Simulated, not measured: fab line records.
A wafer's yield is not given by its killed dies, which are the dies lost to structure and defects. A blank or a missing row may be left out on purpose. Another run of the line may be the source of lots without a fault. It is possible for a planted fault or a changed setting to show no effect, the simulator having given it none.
A struck lot beside a sound one ; flow rit_cmos ; 19 out of 202 route steps
Sound: these wafers, L429.3, L429.4, L429.6. Struck: wafer L439.1. (L439.4, L439.5 of the same lot were not struck and are left out.) The cause comes at the end.
Each step with rows lists, per side, the tool, then ch with its chambers, then its first start. Under that, the readings that differ: sound wafers ; struck wafers ; difference of the means ; sigmas: that difference in standard deviations of wafers without a fault.
alike: readings with means less than 2 such deviations apart, plus words and numbers identical on both sides. not compared: withheld readings, readings lacking a value on some wafer, bounds such as >300 that could conceal the same value, and numbers that have no deviation in the record and whose values overlap.
The two part at a step that has a row with sigmas, a row that says differs or no value, or rows on one side only. Numbers that don't overlap but have no deviation are shown without sigmas and don't part them. A reading missing from all wafers of one side parts the sides only when that side holds two or more wafers.

RIT_M1_SPUTTER_00: material Al, target thk 400 nm, time 500 s.
  sound: pvd_sputter-04 at day 4 22:16; struck: pvd_sputter-01 at day 7 01:26
  alike: throttle_valve_pct
RIT_M1_RS_MEAS_01: measures by four-point-probe.
  sound: film_metro-04 at day 4 22:35; struck: film_metro-03 at day 7 01:44
  alike: M1_AL_RS
RIT_M1_THK_MEAS_02: measures by xrf.
  sound: film_metro-04 at day 4 22:41; struck: film_metro-03 at day 7 01:52
  alike: M1_AL_THK
then, 6 steps without rows for these wafers: RIT_M1_HMDS_03 (prime time 60 s); RIT_M1_COAT_04 (resist thk 1300 nm); RIT_M1_SOFTBAKE_05 (time 60 s); RIT_M1_EXPOSE_06 (exposes mask M12, target cd 2600 nm); RIT_M1_PEB_07; RIT_M1_DEVELOP_08 (develop time 68 s).
RIT_M1_CD_MEAS_09: target cd 2600 nm.
  sound: cd_sem-02 at day 4 23:48; struck: cd_sem-01 at day 7 02:53
  alike: cd_nm
RIT_M1_OVL_MEAS_10:
  sound: overlay-02 at day 4 23:53; struck: overlay-01 at day 7 03:00
  alike: M1_OVL
then, 1 step without rows for these wafers: RIT_M1_HARDBAKE_11 (time 120 s).
RIT_M1_METAL_ETCH_12: etches Al in Cl2/BCl3, stops on SiO2, time 165 s, target depth 600 nm.
  sound on rie_metal-01 ch 0,1, day 5 00:13; struck on rie_metal-04 ch 0, day 7 03:17
reading;sound;struck;difference;sigmas
rf_hours_counter_h (h);- - -;5;no value on the sound wafers;
  alike: drypump_motor_current_A, he_backside_leak_sccm, oes_product_au, throttle_valve_pct
then, 1 step without rows for these wafers: RIT_M1_STRIP_13 (strips in nmp, time 600 s).
RIT_M1_STRIP_14: strips in O2, time 180 s.
  sound on plasma_asher-03 ch 0,1, day 5 00:34; struck on plasma_asher-02 ch 1, day 7 03:38
reading;sound;struck;difference;sigmas
drypump_motor_current_A (A);5.6 5.6 5.6;4.6;-1.0;-2
rf_hours_counter_h (h);- - -;3;no value on the sound wafers;
RIT_M1_CD_MEAS_90: target cd 2600 nm.
  sound: cd_sem-01 at day 5 00:43; struck: cd_sem-02 at day 7 03:48
reading;sound;struck;difference;sigmas
cd_nm (nm);2601.9 2602.7 2600.0;2596.3;-5.2;-2
then, 1 step without rows for these wafers: RIT_M1_ANNEAL_15 (time 1800 s).
RIT_M1_BOW_MEAS_16:
  sound: film_metro-02 at day 5 02:20; struck: film_metro-03 at day 7 05:25
  alike: M1_BOW
RIT_M1_PROBE_99:
  sound: prober-02 at day 5 02:31; struck: prober-02 at day 7 05:32
reading;sound;struck;difference;sigmas
defect_limited_yield (%);95.1 97.3 97.7;93.9;-2.8;-3
killed_at_M0_to_M3;0 0 0;7;+7;
killed_dies;13 7 6;16;+7;+3
model.etest.pmos_0p15.drive_ua_um;229.6 236.3 234.9;270.9;+37.3;
model.etest.npoly_line.line_ohm_um;161.7 159.6 158.8;182.8;+22.8;
model.etest.ppoly_line.line_ohm_um;156.2 152.2 152.1;173.2;+19.7;
model.etest.npoly_line.width_nm (nm);103.2 104.1 106.5;91.41;-13.19;
model.etest.ppoly_line.width_nm (nm);104.2 105.7 107.1;91.8;-13.9;
model.etest.tester.sort_bin_5_pct (%);2.652 0.3788 1.515;4.167;+2.652;
model.etest.ring.delay_ps;29.4 29.36 29.43;24.75;-4.65;
model.etest.retro_edge_nmos.off_log10_a_um;-10.49 -10.62 -10.73;-9.257;+1.356;
  alike: killed_at_contacts, killed_at_front_end, killed_open, killed_short

## WHERE THEY PART
First at RIT_M1_METAL_ETCH_12; last, within this record, at RIT_M1_PROBE_99.

WHY: what the simulator had put in
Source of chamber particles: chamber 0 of rie_metal-04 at RIT_M1_METAL_ETCH_12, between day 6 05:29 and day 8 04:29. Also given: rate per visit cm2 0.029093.
